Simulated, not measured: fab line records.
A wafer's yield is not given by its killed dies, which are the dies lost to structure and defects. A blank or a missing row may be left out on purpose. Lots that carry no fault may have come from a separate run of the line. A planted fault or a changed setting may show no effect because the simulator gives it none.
Which tool is to blame? :: flow berkeleyCmos170 :: 6 lots (18 wafers sampled), 1 step of a 331-step route

## WHAT EACH GAUGE READ, for each wafer
UCB170_START_THK_MEAS_03.
lot: L592
measured: day 1 22:07
on: filmMetro-02
START_OXIDE_THK (nm): 19.3 19.1 19.4

lot: L595
measured: day 2 16:53
on: filmMetro-01
START_OXIDE_THK (nm): 19.4 19.4 19.0

lot: L597
measured: day 3 03:14
on: filmMetro-01
START_OXIDE_THK (nm): 19.8 20.0 19.9

lot: L603
measured: day 4 04:47
on: filmMetro-02
START_OXIDE_THK (nm): 19.8 19.3 19.5

lot: L609
measured: day 5 12:05
on: filmMetro-02
START_OXIDE_THK (nm): 20.1 20.0 20.0

lot: L612
measured: day 6 06:43
on: filmMetro-02
START_OXIDE_THK (nm): 19.1 19.1 19.2

## EACH LOT AND THE TOOL THAT RAN IT (in order: tool; ch and the chambers of the sampled wafers; start)
There is no process step in the record ahead of these readings.

## THE ANSWER, worked out from the rows above alone
Rule: the usual values come from the lots themselves. The widest of any qualifying gaps counts: lots, ordered by their means at a reading, are off when they make up no more than a third of the lots, leave a main group of 4 or more, and stand apart from it by 3 or more times the standard deviation of that group's means. A main group is skipped when, at the precision printed for the reading in the tables above, its means are all equal. Also off: a lot with no number at a reading for which 4 or more lots have one. The other lots that the step has rows for count as sound.
Nothing can be told from this: no lot is off at any reading shown.

## WHAT THE SIMULATOR HAD PUT IN
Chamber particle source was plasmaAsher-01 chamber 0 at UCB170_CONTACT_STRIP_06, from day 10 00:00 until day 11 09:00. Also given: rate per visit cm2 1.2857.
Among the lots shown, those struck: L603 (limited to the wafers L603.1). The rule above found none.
